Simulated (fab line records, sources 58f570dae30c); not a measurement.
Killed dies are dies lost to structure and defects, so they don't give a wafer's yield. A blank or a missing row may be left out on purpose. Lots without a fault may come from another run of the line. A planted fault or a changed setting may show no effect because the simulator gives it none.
One fault seen from 2 desks | flow berkeley_cmos170 | each desk has only its own numbers; what lay behind them comes last

THE METROLOGY DESK
What the gauges read, lot by lot, whatever tool the lot ran on: means of the sampled wafers that have a number. A lot is out of limits, marked OUT, if its mean lies more than 4 standard deviations from the usual mean; the brackets give that distance.
Columns: A = NWELL_OVL at UCB170_NWELL_OVL_MEAS_12, usual -1 nm; B = PFIELD_OVL at UCB170_PFIELD_OVL_MEAS_06, usual 2 nm; C = PVT_OVL at UCB170_PVT_OVL_MEAS_06, usual 0 nm
lot  | first seen here | A  | B  | C
L645 | day 2 09:07     | -3 | 15 | -6
L647 | day 2 14:56     | -2 | -6 | 4
L649 | day 3 05:16     | 0  | 10 | 1
L650 | day 3 05:40     | -1 | 6  | -6
L651 | day 3 12:21     | 0  | -1 | -5
L653 | day 3 18:54     | -4 | -2 | 1
L657 | day 4 21:02     | 1  | 8  | -1
L659 | day 5 05:53     | 6  | 7  | 0
L660 | day 5 12:47     | -7 | 3  | -4
L661 | day 5 19:17     | 0  | -2 | 4
L663 | day 6 09:10     | -3 | 0  | 2
L664 | day 6 09:26     | -5 | -2 | 2
L665 | day 6 14:36     | 5  | -6 | -2
L666 | day 6 14:43     | 7  | -4 | -7
This desk's finding: nothing out of limits on any of the 14 lots.

THE TOOL OWNER'S DESK: wet_bench-01
The tool's own readings at UCB170_FIELD_WET_ETCH_05 (etches Si3N4 in H3PO4, time 12600 s): means of the sampled wafers that have a number, for each lot that ran on this tool. A lot is out of limits, marked OUT, if its mean lies more than 4 standard deviations from the usual mean; the brackets give that distance.
Columns: A = bath_guard_temp_C at UCB170_FIELD_WET_ETCH_05, usual 160.0 C; B = bath_heat_duty_pct at UCB170_FIELD_WET_ETCH_05, usual 25.9 %; C = temp_c at UCB170_FIELD_WET_ETCH_05, usual 160.02 C
lot  | first seen here | A     | B    | C
L659 | day 7 19:23     | 160.2 | 26.0 | 160.09
L660 | day 7 19:23     | 159.4 | 28.7 | 159.96
L663 | day 8 14:55     | 160.2 | 25.9 | 160.29
L664 | day 8 14:55     | 159.9 | 22.8 | 159.96
This desk's finding: nothing out of limits on any of the 4 lots.

PUT TOGETHER
The metrology desk saw nothing out of limits.
The tool owner's desk saw nothing out of limits.

WHAT THE SIMULATOR HAD PUT IN
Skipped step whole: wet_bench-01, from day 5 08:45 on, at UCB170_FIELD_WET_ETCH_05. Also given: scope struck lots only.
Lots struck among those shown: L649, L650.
